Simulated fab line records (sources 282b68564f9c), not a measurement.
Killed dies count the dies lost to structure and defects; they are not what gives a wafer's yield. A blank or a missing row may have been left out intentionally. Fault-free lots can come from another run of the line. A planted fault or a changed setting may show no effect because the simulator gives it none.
fab line records || flow rit_cmos
[record] {"lots": 6, "wafers": 18, "last_day": 7}
route steps=202 shown ACTIVE@18 FOX1@20 FOX2@23 NWELL@28 M1@202
lots that met no fault: taken from a fault-free run of the same line
start_h: start of the lot's first displayed wafer, in hours after the record's first day || wait_h: hours since the lot's step before || " repeats the value in the row above || L1.1+2: several wafers, shown together as one row || - no value present, or no start provided || * or withheld: withheld || < > ~ a bound
route shown NAME@n: a module of which the file shows steps, and the number in the route of the first || usual: average and standard deviation across the fault-free wafers || same: alike in all rows || chamber/n: place in a boat || sites: readings site by site || _std_site: standard deviation across them || _edge_site: mean of outer sites minus mean of inner sites || radius_mm: for every site, how far away it sits from the centre of the wafer || mask NAME#n: copy n || behind: the tool/chamber that last shaped the wafer || hold: reason for holding the lot/hours on hold/outcome of the hold || device: the n, p or np transistor that did not switch || end of line: the same wafers' tests at the end of the route || where a step has no rows: the recipe by itself || killed: the dies lost at the first sort to structure and to defects; this is not the yield of the wafer || map: per-die view of a wafer (x killed, . not killed, _ where there is no die)
set.NAME: the run value of the setting; set.NAME@STEP: its run value at that earlier step || model.NAME: the simulator's own value behind a step, which no gauge read
a table for each step, a row for each wafer; lots at some steps of the route
[[steps]]
[step RIT_ACTIVE_CLEAN_16]
[recipe] {"chemistry": "dHF", "dilution": "50:1", "time_s": 30}
[step RIT_ACTIVE_CLEAN_17]
[recipe] {"chemistry": "SC2", "mix": "3:3:50", "time_s": 600, "temp_c": 75, "dry": "n2_spin"}
[step RIT_FOX1_OXIDATION_00]
[recipe] {"temp_c": 1100, "ambient": "H2O", "target_thk_a": 3507, "p_h2o_torr": 720, "ox_time_s": 1130}
[step RIT_FOX1_THK_MEAS_01]
[recipe] {"reads": "SiO2_of_FOX1_OXIDATION_00"}
[usual] {"FOX1_OXIDE_THK": "351/6.4"}
{"lot.wafer": "L249.1", "tool": "film_metro-03", "chamber": "-", "start_h": 18.45, "wait_h": 0.0, "FOX1_OXIDE_THK[nm]": 364}
{"lot.wafer": "L249.3", "tool": "film_metro-03", "chamber": "-", "start_h": 18.45, "wait_h": 0.0, "FOX1_OXIDE_THK[nm]": 365}
{"lot.wafer": "L249.4", "tool": "film_metro-03", "chamber": "-", "start_h": 18.45, "wait_h": 0.0, "FOX1_OXIDE_THK[nm]": 364}
{"lot.wafer": "L258.3", "tool": "film_metro-02", "chamber": "-", "start_h": 63.52, "wait_h": 0.0, "FOX1_OXIDE_THK[nm]": 350}
{"lot.wafer": "L258.5", "tool": "film_metro-02", "chamber": "-", "start_h": 63.52, "wait_h": 0.0, "FOX1_OXIDE_THK[nm]": 357}
{"lot.wafer": "L258.6", "tool": "film_metro-02", "chamber": "-", "start_h": 63.52, "wait_h": 0.0, "FOX1_OXIDE_THK[nm]": 346}
{"lot.wafer": "L263.1", "tool": "film_metro-02", "chamber": "-", "start_h": 88.34, "wait_h": 0.0, "FOX1_OXIDE_THK[nm]": 353}
{"lot.wafer": "L263.3", "tool": "film_metro-02", "chamber": "-", "start_h": 88.34, "wait_h": 0.0, "FOX1_OXIDE_THK[nm]": 361}
{"lot.wafer": "L263.4", "tool": "film_metro-02", "chamber": "-", "start_h": 88.34, "wait_h": 0.0, "FOX1_OXIDE_THK[nm]": 356}
{"lot.wafer": "L268.2", "tool": "film_metro-02", "chamber": "-", "start_h": 113.60, "wait_h": 0.0, "FOX1_OXIDE_THK[nm]": 344}
{"lot.wafer": "L268.3", "tool": "film_metro-02", "chamber": "-", "start_h": 113.60, "wait_h": 0.0, "FOX1_OXIDE_THK[nm]": 351}
{"lot.wafer": "L268.5", "tool": "film_metro-02", "chamber": "-", "start_h": 113.60, "wait_h": 0.0, "FOX1_OXIDE_THK[nm]": 348}
{"lot.wafer": "L269.1", "tool": "film_metro-04", "chamber": "-", "start_h": 117.94, "wait_h": 0.0, "FOX1_OXIDE_THK[nm]": 353}
{"lot.wafer": "L269.4", "tool": "film_metro-04", "chamber": "-", "start_h": 117.94, "wait_h": 0.0, "FOX1_OXIDE_THK[nm]": 350}
{"lot.wafer": "L269.6", "tool": "film_metro-04", "chamber": "-", "start_h": 117.94, "wait_h": 0.0, "FOX1_OXIDE_THK[nm]": 352}
{"lot.wafer": "L271.1", "tool": "film_metro-02", "chamber": "-", "start_h": 129.01, "wait_h": 0.0, "FOX1_OXIDE_THK[nm]": 348}
{"lot.wafer": "L271.4", "tool": "film_metro-02", "chamber": "-", "start_h": 129.01, "wait_h": 0.0, "FOX1_OXIDE_THK[nm]": 347}
{"lot.wafer": "L271.6", "tool": "film_metro-02", "chamber": "-", "start_h": 129.01, "wait_h": 0.0, "FOX1_OXIDE_THK[nm]": 350}
[step RIT_FOX1_WET_ETCH_02]
[recipe] {"chemistry": "BOE", "target_depth_nm": 350, "time_s": 390, "temp_c": 21.5, "dry": "n2_spin", "dilution": "10:1", "target": "SiO2"}
[step RIT_FOX2_OXIDATION_00]
[recipe] {"temp_c": 1100, "ambient": "H2O", "target_thk_a": 3507, "p_h2o_torr": 720, "ox_time_s": 1130}
[step RIT_FOX2_THK_MEAS_01]
[recipe] {"reads": "SiO2_of_FOX2_OXIDATION_00"}
[usual] {"FOX2_OXIDE_THK": "350/6.5"}
{"lot.wafer": "L249.1", "tool": "film_metro-03", "chamber": "-", "start_h": 19.95, "wait_h": 0.0, "FOX2_OXIDE_THK[nm]": 360}
{"lot.wafer": "L249.3", "tool": "film_metro-03", "chamber": "-", "start_h": 19.95, "wait_h": 0.0, "FOX2_OXIDE_THK[nm]": 353}
{"lot.wafer": "L249.4", "tool": "film_metro-03", "chamber": "-", "start_h": 19.95, "wait_h": 0.0, "FOX2_OXIDE_THK[nm]": 350}
{"lot.wafer": "L258.3", "tool": "film_metro-04", "chamber": "-", "start_h": 65.01, "wait_h": 0.0, "FOX2_OXIDE_THK[nm]": 352}
{"lot.wafer": "L258.5", "tool": "film_metro-04", "chamber": "-", "start_h": 65.01, "wait_h": 0.0, "FOX2_OXIDE_THK[nm]": 346}
{"lot.wafer": "L258.6", "tool": "film_metro-04", "chamber": "-", "start_h": 65.01, "wait_h": 0.0, "FOX2_OXIDE_THK[nm]": 349}
{"lot.wafer": "L263.1", "tool": "film_metro-01", "chamber": "-", "start_h": 89.83, "wait_h": 0.0, "FOX2_OXIDE_THK[nm]": 350}
{"lot.wafer": "L263.3", "tool": "film_metro-01", "chamber": "-", "start_h": 89.83, "wait_h": 0.0, "FOX2_OXIDE_THK[nm]": 349}
{"lot.wafer": "L263.4", "tool": "film_metro-01", "chamber": "-", "start_h": 89.83, "wait_h": 0.0, "FOX2_OXIDE_THK[nm]": 350}
{"lot.wafer": "L268.2", "tool": "film_metro-04", "chamber": "-", "start_h": 115.17, "wait_h": 0.0, "FOX2_OXIDE_THK[nm]": 357}
{"lot.wafer": "L268.3", "tool": "film_metro-04", "chamber": "-", "start_h": 115.17, "wait_h": 0.0, "FOX2_OXIDE_THK[nm]": 353}
{"lot.wafer": "L268.5", "tool": "film_metro-04", "chamber": "-", "start_h": 115.17, "wait_h": 0.0, "FOX2_OXIDE_THK[nm]": 361}
{"lot.wafer": "L269.1", "tool": "film_metro-03", "chamber": "-", "start_h": 119.44, "wait_h": 0.0, "FOX2_OXIDE_THK[nm]": 354}
{"lot.wafer": "L269.4", "tool": "film_metro-03", "chamber": "-", "start_h": 119.44, "wait_h": 0.0, "FOX2_OXIDE_THK[nm]": 355}
{"lot.wafer": "L269.6", "tool": "film_metro-03", "chamber": "-", "start_h": 119.44, "wait_h": 0.0, "FOX2_OXIDE_THK[nm]": 359}
{"lot.wafer": "L271.1", "tool": "film_metro-03", "chamber": "-", "start_h": 130.51, "wait_h": 0.0, "FOX2_OXIDE_THK[nm]": 348}
{"lot.wafer": "L271.4", "tool": "film_metro-03", "chamber": "-", "start_h": 130.51, "wait_h": 0.0, "FOX2_OXIDE_THK[nm]": 346}
{"lot.wafer": "L271.6", "tool": "film_metro-03", "chamber": "-", "start_h": 130.51, "wait_h": 0.0, "FOX2_OXIDE_THK[nm]": 347}
[step RIT_FOX2_CLEAN_02]
[recipe] {"chemistry": "dHF", "dilution": "50:1", "time_s": 180}
[step RIT_FOX2_WET_ETCH_03]
[recipe] {"chemistry": "H3PO4", "target": "Si3N4", "target_depth_nm": 195, "temp_c": 165, "time_s": 2700}
[step RIT_FOX2_THK_MEAS_90]
[recipe] {"reads": "SiO2_of_FOX2_OXIDATION_00"}
[usual] {"FIELD_OXIDE_LEFT_1_THK": "323/6.5"}
{"lot.wafer": "L249.1", "tool": "film_metro-01", "chamber": "-", "start_h": 20.83, "wait_h": 0.0, "FIELD_OXIDE_LEFT_1_THK[nm]": 332}
{"lot.wafer": "L249.3", "tool": "film_metro-01", "chamber": "-", "start_h": 20.83, "wait_h": 0.0, "FIELD_OXIDE_LEFT_1_THK[nm]": 325}
{"lot.wafer": "L249.4", "tool": "film_metro-01", "chamber": "-", "start_h": 20.83, "wait_h": 0.0, "FIELD_OXIDE_LEFT_1_THK[nm]": 323}
{"lot.wafer": "L258.3", "tool": "film_metro-01", "chamber": "-", "start_h": 65.96, "wait_h": 0.0, "FIELD_OXIDE_LEFT_1_THK[nm]": 325}
{"lot.wafer": "L258.5", "tool": "film_metro-01", "chamber": "-", "start_h": 65.96, "wait_h": 0.0, "FIELD_OXIDE_LEFT_1_THK[nm]": 318}
{"lot.wafer": "L258.6", "tool": "film_metro-01", "chamber": "-", "start_h": 65.96, "wait_h": 0.0, "FIELD_OXIDE_LEFT_1_THK[nm]": 322}
{"lot.wafer": "L263.1", "tool": "film_metro-04", "chamber": "-", "start_h": 91.47, "wait_h": 0.0, "FIELD_OXIDE_LEFT_1_THK[nm]": 322}
{"lot.wafer": "L263.3", "tool": "film_metro-04", "chamber": "-", "start_h": 91.47, "wait_h": 0.0, "FIELD_OXIDE_LEFT_1_THK[nm]": 322}
{"lot.wafer": "L263.4", "tool": "film_metro-04", "chamber": "-", "start_h": 91.47, "wait_h": 0.0, "FIELD_OXIDE_LEFT_1_THK[nm]": 322}
{"lot.wafer": "L268.2", "tool": "film_metro-01", "chamber": "-", "start_h": 116.05, "wait_h": 0.0, "FIELD_OXIDE_LEFT_1_THK[nm]": 330}
{"lot.wafer": "L268.3", "tool": "film_metro-01", "chamber": "-", "start_h": 116.05, "wait_h": 0.0, "FIELD_OXIDE_LEFT_1_THK[nm]": 325}
{"lot.wafer": "L268.5", "tool": "film_metro-01", "chamber": "-", "start_h": 116.05, "wait_h": 0.0, "FIELD_OXIDE_LEFT_1_THK[nm]": 333}
{"lot.wafer": "L269.1", "tool": "film_metro-03", "chamber": "-", "start_h": 120.31, "wait_h": 0.0, "FIELD_OXIDE_LEFT_1_THK[nm]": 327}
{"lot.wafer": "L269.4", "tool": "film_metro-03", "chamber": "-", "start_h": 120.31, "wait_h": 0.0, "FIELD_OXIDE_LEFT_1_THK[nm]": 328}
{"lot.wafer": "L269.6", "tool": "film_metro-03", "chamber": "-", "start_h": 120.31, "wait_h": 0.0, "FIELD_OXIDE_LEFT_1_THK[nm]": 331}
{"lot.wafer": "L271.1", "tool": "film_metro-03", "chamber": "-", "start_h": 131.45, "wait_h": 0.0, "FIELD_OXIDE_LEFT_1_THK[nm]": 321}
{"lot.wafer": "L271.4", "tool": "film_metro-03", "chamber": "-", "start_h": 131.45, "wait_h": 0.0, "FIELD_OXIDE_LEFT_1_THK[nm]": 319}
{"lot.wafer": "L271.6", "tool": "film_metro-03", "chamber": "-", "start_h": 131.45, "wait_h": 0.0, "FIELD_OXIDE_LEFT_1_THK[nm]": 320}
[step RIT_NWELL_HMDS_00]
[recipe] {"prime_time_s": 60, "prime_temp_c": 140}
[step RIT_NWELL_COAT_01]
[recipe] {"resist": "NOVOLAK", "spin_rpm": 2000, "resist_thk_nm": 1300}
[step RIT_NWELL_SOFTBAKE_02]
[recipe] {"resist": "NOVOLAK", "temp_c": 90, "time_s": 60}
[usual] {"run_length_s": "89.28/0.18"}
{"lot.wafer": "L249.1", "tool": "litho_track-04", "chamber": 0, "start_h": 21.19, "wait_h": 0.1, "run_length_s": 89.07}
{"lot.wafer": "L249.3", "tool": "litho_track-04", "chamber": 0, "start_h": 21.19, "wait_h": 0.1, "run_length_s": 88.93}
{"lot.wafer": "L249.4", "tool": "litho_track-04", "chamber": 0, "start_h": 21.19, "wait_h": 0.1, "run_length_s": 89.19}
{"lot.wafer": "L258.3", "tool": "litho_track-03", "chamber": 0, "start_h": 66.35, "wait_h": 0.1, "run_length_s": 89.36}
{"lot.wafer": "L258.5", "tool": "litho_track-03", "chamber": 0, "start_h": 66.35, "wait_h": 0.1, "run_length_s": 89.62}
{"lot.wafer": "L258.6", "tool": "litho_track-03", "chamber": 0, "start_h": 66.35, "wait_h": 0.1, "run_length_s": 89.33}
{"lot.wafer": "L263.1", "tool": "litho_track-03", "chamber": 0, "start_h": 91.83, "wait_h": 0.1, "run_length_s": 106.95}
{"lot.wafer": "L263.3", "tool": "litho_track-03", "chamber": 0, "start_h": 91.83, "wait_h": 0.1, "run_length_s": 106.94}
{"lot.wafer": "L263.4", "tool": "litho_track-03", "chamber": 0, "start_h": 91.83, "wait_h": 0.1, "run_length_s": 106.95}
{"lot.wafer": "L268.2", "tool": "litho_track-03", "chamber": 0, "start_h": 116.42, "wait_h": 0.1, "run_length_s": 107.14}
{"lot.wafer": "L268.3", "tool": "litho_track-03", "chamber": 0, "start_h": 116.42, "wait_h": 0.1, "run_length_s": 107.10}
{"lot.wafer": "L268.5", "tool": "litho_track-03", "chamber": 0, "start_h": 116.42, "wait_h": 0.1, "run_length_s": 106.89}
{"lot.wafer": "L269.1", "tool": "litho_track-04", "chamber": 0, "start_h": 120.67, "wait_h": 0.1, "run_length_s": 89.19}
{"lot.wafer": "L269.4", "tool": "litho_track-04", "chamber": 0, "start_h": 120.67, "wait_h": 0.1, "run_length_s": 89.09}
{"lot.wafer": "L269.6", "tool": "litho_track-04", "chamber": 0, "start_h": 120.67, "wait_h": 0.1, "run_length_s": 89.02}
{"lot.wafer": "L271.1", "tool": "litho_track-04", "chamber": 0, "start_h": 131.81, "wait_h": 0.1, "run_length_s": 89.14}
{"lot.wafer": "L271.4", "tool": "litho_track-04", "chamber": 0, "start_h": 131.81, "wait_h": 0.1, "run_length_s": 89.10}
{"lot.wafer": "L271.6", "tool": "litho_track-04", "chamber": 0, "start_h": 131.81, "wait_h": 0.1, "run_length_s": 89.02}
[step RIT_NWELL_EXPOSE_03]
[recipe] {"mask_id": "M2", "na": 0.57, "target_cd_nm": 43900, "dose_mj": 250}
[step RIT_M1_PROBE_99]
[usual] {"killed_at_contacts": "0.1/0.31", "killed_at_front_end": "6.3/2.7", "killed_dies": "6.4/2.7", "killed_open": "3.3/2", "killed_short": "3/1.8"}
[same] {"gross_dies": 264, "killed_at_M0_to_M3": 0, "killed_at_M4_up": 0, "killed_at_back_side": 0, "killed_at_other": 0}
{"lot.wafer": "L258.3", "tool": "prober-02", "chamber": "-", "start_h": 107.47, "wait_h": 0.2, "killed_at_contacts": 0, "killed_at_front_end": 4, "killed_dies": 4, "killed_open": 2, "killed_short": 2}
{"lot.wafer": "L258.5", "tool": "prober-02", "chamber": "-", "start_h": 107.57, "wait_h": 0.2, "killed_at_contacts": 1, "killed_at_front_end": 3, "killed_dies": 4, "killed_open": 3, "killed_short": 1}
{"lot.wafer": "L258.6", "tool": "prober-02", "chamber": "-", "start_h": 107.62, "wait_h": 0.2, "killed_at_contacts": 0, "killed_at_front_end": 6, "killed_dies": 6, "killed_open": 4, "killed_short": 2}
{"lot.wafer": "L263.1", "tool": "prober-02", "chamber": "-", "start_h": 130.12, "wait_h": 0.1, "killed_at_contacts": 0, "killed_at_front_end": 5, "killed_dies": 5, "killed_open": 3, "killed_short": 2}
{"lot.wafer": "L263.3", "tool": "prober-02", "chamber": "-", "start_h": 130.22, "wait_h": 0.2, "killed_at_contacts": 0, "killed_at_front_end": 5, "killed_dies": 5, "killed_open": 2, "killed_short": 3}
{"lot.wafer": "L263.4", "tool": "prober-02", "chamber": "-", "start_h": 130.27, "wait_h": 0.2, "killed_at_contacts": 0, "killed_at_front_end": 6, "killed_dies": 6, "killed_open": 4, "killed_short": 2}
{"lot.wafer": "L268.2", "tool": "prober-01", "chamber": "-", "start_h": 155.24, "wait_h": 0.1, "killed_at_contacts": 0, "killed_at_front_end": 8, "killed_dies": 8, "killed_open": 5, "killed_short": 3}
{"lot.wafer": "L268.3", "tool": "prober-01", "chamber": "-", "start_h": 155.29, "wait_h": 0.2, "killed_at_contacts": 0, "killed_at_front_end": 7, "killed_dies": 7, "killed_open": 5, "killed_short": 2}
{"lot.wafer": "L268.5", "tool": "prober-01", "chamber": "-", "start_h": 155.39, "wait_h": 0.2, "killed_at_contacts": 0, "killed_at_front_end": 9, "killed_dies": 9, "killed_open": 2, "killed_short": 7}
{"lot.wafer": "L271.1", "tool": "prober-02", "chamber": "-", "start_h": 173.06, "wait_h": 0.1, "killed_at_contacts": 2, "killed_at_front_end": 6, "killed_dies": 8, "killed_open": 3, "killed_short": 5}
{"lot.wafer": "L271.4", "tool": "prober-02", "chamber": "-", "start_h": 173.21, "wait_h": 0.2, "killed_at_contacts": 0, "killed_at_front_end": 6, "killed_dies": 6, "killed_open": 4, "killed_short": 2}
{"lot.wafer": "L271.6", "tool": "prober-02", "chamber": "-", "start_h": 173.31, "wait_h": 0.2, "killed_at_contacts": 0, "killed_at_front_end": 4, "killed_dies": 4, "killed_open": 2, "killed_short": 2}
// killed by level:class
L258.3 GATE:geometric_particle:open=2 GATE:geometric_particle:short=1 SILICIDE:geometric_particle:short=1
L258.5 FOX2:geometric_particle:open=1 GATE:geometric_particle:open=1 SPACER:geometric_particle:open=1 CONTACT:geometric_particle:short=1
L258.6 GATE:geometric_particle:open=3 GATE:geometric_particle:short=1 REOX:geometric_particle:open=1 SILICIDE:geometric_particle:short=1
L263.1 FOX1:geometric_particle:open=1 FOX2:geometric_particle:short=1 GATE:geometric_particle:open=1 REOX:geometric_particle:open=1 SPACER:geometric_particle:short=1
L263.3 FOX1:geometric_particle:short=1 GATE:geometric_particle:short=1 GATE:geometric_particle:open=1 REOX:geometric_particle:open=1 SILICIDE:geometric_particle:short=1
L263.4 GATE:geometric_particle:open=2 FOX1:geometric_particle:open=1 FOX2:geometric_particle:open=1 FOX2:geometric_particle:short=1 REOX:geometric_particle:short=1
L268.2 FOX1:geometric_particle:open=2 SPACER:geometric_particle:open=2 FOX1:geometric_particle:short=1 REOX:geometric_particle:short=1 SPACER:geometric_particle:short=1 SILICIDE:geometric_particle:open=1
L268.3 GATE:geometric_particle:short=2 GATE:geometric_particle:open=2 REOX:geometric_particle:open=2 FOX1:geometric_particle:open=1
L268.5 REOX:geometric_particle:short=2 FOX1:geometric_particle:short=1 FOX1:geometric_particle:open=1 FOX2:geometric_particle:short=1 GATE:geometric_particle:short=1 GATE:geometric_particle:open=1 SPACER:geometric_particle:short=1 SILICIDE:geometric_particle:short=1
L271.1 GATE:geometric_particle:short=2 GATE:geometric_particle:open=2 CONTACT:geometric_particle:short=2 SPACER:geometric_particle:short=1 SILICIDE:geometric_particle:open=1
L271.4 GATE:geometric_particle:open=3 FOX1:geometric_particle:short=1 GATE:geometric_particle:short=1 SPACER:geometric_particle:open=1
L271.6 GATE:geometric_particle:open=2 SPACER:geometric_particle:short=1 SILICIDE:geometric_particle:short=1
[[key]]
[first_sign] {"step": "RIT_NWELL_SOFTBAKE_02", "reading": "run_length_s", "direction": "up", "sigmas": 99, "usual": "*", "struck": "*"}
effect none on later readings
met_at RIT_NWELL_SOFTBAKE_02
struck_wafers L263.1,L263.3,L263.4,L268.2,L268.3,L268.5
tester_left_out L263,L268
onset_between 66.35 91.83
[fault] {"kind": "process_parameter_drift", "tool": "litho_track-03", "chamber": "-", "onset_h": 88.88, "steps": "RIT_NWELL_SOFTBAKE_02", "channel": "time_s", "offset": "*", "shape": "step", "end_h": 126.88, "acts_in": "*", "stated": "*"}
// tester_left_out: of these lots the tester's yield and bins aren't shown, on N5 and GAA mostly nor the transistor test; their killed dies are dies lost to structure and defects alone, not to doping, threshold or leakage, so they don't give the yield
